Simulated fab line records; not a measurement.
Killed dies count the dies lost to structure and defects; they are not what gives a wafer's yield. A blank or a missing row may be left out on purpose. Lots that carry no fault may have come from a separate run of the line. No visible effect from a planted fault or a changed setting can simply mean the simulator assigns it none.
The same fault as seen by 2 desks || flow rit-cmos || every desk sees just its own numbers, and what lay behind them comes last

== AT THE METROLOGY DESK ==
What the gauges read, lot by lot, whatever tool the lot ran on: means of the sampled wafers that have a number. If a lot's mean is further than 4 standard deviations from the usual mean, the lot is out of limits and carries the mark OUT (the distance appears in the brackets).
Columns: A = GATE_OXIDE_THK at RIT_GATE_THK_MEAS_07, usual 3.02 nm; B = cd-nm at RIT_GATE_CD_MEAS_90, usual 149.5 nm; C = NSD_TW at RIT_NSD_TW_MEAS_10, usual 3100; D = NSD_RS at RIT_SDANNEAL_RS_MEAS_05, usual 84.46 ohm/sq; E = cd-nm at RIT_M1_CD_MEAS_09, usual 2599.3 nm
{"lot": "L571", "first seen here": "day 2 15:22", "A": 3.10, "B": 149.1, "C": 3068, "D": 84.09, "E": 2598.8}
{"lot": "L572", "first seen here": "day 3 01:19", "A": 2.97, "B": 146.8, "C": 3069, "D": 84.45, "E": 2600.5}
{"lot": "L573", "first seen here": "day 3 05:13", "A": 3.02, "B": 151.4, "C": 3097, "D": 84.28, "E": 2600.0}
{"lot": "L575", "first seen here": "day 3 16:23", "A": 3.12, "B": 151.8, "C": 3107, "D": 84.42, "E": 2597.2}
{"lot": "L576", "first seen here": "day 3 21:34", "A": 3.01, "B": 147.4, "C": 3106, "D": 84.43, "E": 2599.3}
{"lot": "L581", "first seen here": "day 4 22:28", "A": 3.08, "B": 148.5, "C": "3320 (+12) OUT", "D": "64.33 (-72) OUT", "E": "-"}
{"lot": "L583", "first seen here": "day 5 07:20", "A": 3.05, "B": 149.7, "C": 3104, "D": 84.15, "E": 2598.1}
{"lot": "L584", "first seen here": "day 5 11:43", "A": 3.03, "B": 147.8, "C": "3330 (+12) OUT", "D": "64.22 (-72) OUT", "E": "-"}
{"lot": "L585", "first seen here": "day 5 13:20", "A": 3.08, "B": 150.7, "C": 3098, "D": 84.77, "E": 2600.0}
{"lot": "L586", "first seen here": "day 5 19:30", "A": 2.98, "B": 150.9, "C": 3102, "D": 84.24, "E": 2600.1}
{"lot": "L592", "first seen here": "day 7 03:21", "A": 3.03, "B": 147.6, "C": 3100, "D": 84.64, "E": 2601.5}
{"lot": "L593", "first seen here": "day 7 09:47", "A": 3.06, "B": 151.9, "C": 3140, "D": 84.11, "E": 2600.2}
This desk reports L581, L584 out of limits; the earliest was L581 at day 5 13:23 (NSD_TW at RIT_NSD_TW_MEAS_10). L571, L572, L573, L575, L576, L583, L585, L586, L592, L593: within limits.

== FOR THE TOOL OWNER'S DESK: implanter-01 ==
RIT_NSD_IMPLANT_08, tool's own readings: per-lot mean of the sampled wafers with a number, covering each lot this tool ran. If a lot's mean is further than 4 standard deviations from the usual mean, the lot is out of limits and carries the mark OUT (the distance appears in the brackets).
Columns: A = beam-on-s at RIT_NSD_IMPLANT_08, usual 10.01 s; B = faraday-current-uA at RIT_NSD_IMPLANT_08, usual 3132
{"lot": "L573", "first seen here": "day 3 18:36", "A": 10.12, "B": 3103}
{"lot": "L575", "first seen here": "day 4 08:47", "A": 9.99, "B": 3130}
{"lot": "L581", "first seen here": "day 5 13:06", "A": "14.12 (+19) OUT", "B": "2219 (-13) OUT"}
{"lot": "L584", "first seen here": "day 6 03:11", "A": "14.46 (+20) OUT", "B": "2167 (-14) OUT"}
Finding of this desk: L581, L584 out of limits; the first was L581 at day 5 13:06, on beam-on-s at RIT_NSD_IMPLANT_08. L573, L575: within limits.

== ALL TOGETHER ==
On L581, L584, at day 5 13:06, an alarm was possible from the tool owner's desk.
The metrology desk could have raised an alarm at day 5 13:23, on L581, L584.
RIT_NSD_IMPLANT_08 was run on implanter-01 by each of the lots named.

== WHAT THE SIMULATOR PUT IN ==
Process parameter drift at RIT_NSD_IMPLANT_08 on implanter-01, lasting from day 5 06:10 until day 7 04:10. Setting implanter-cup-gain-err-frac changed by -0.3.
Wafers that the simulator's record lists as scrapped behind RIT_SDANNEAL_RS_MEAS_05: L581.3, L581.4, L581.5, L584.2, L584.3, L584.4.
Shown lots that were struck: L581, L584.
Hours from the fault's start to each desk's first reading out of limits: the tool owner's desk, 7; the metrology desk, 7.
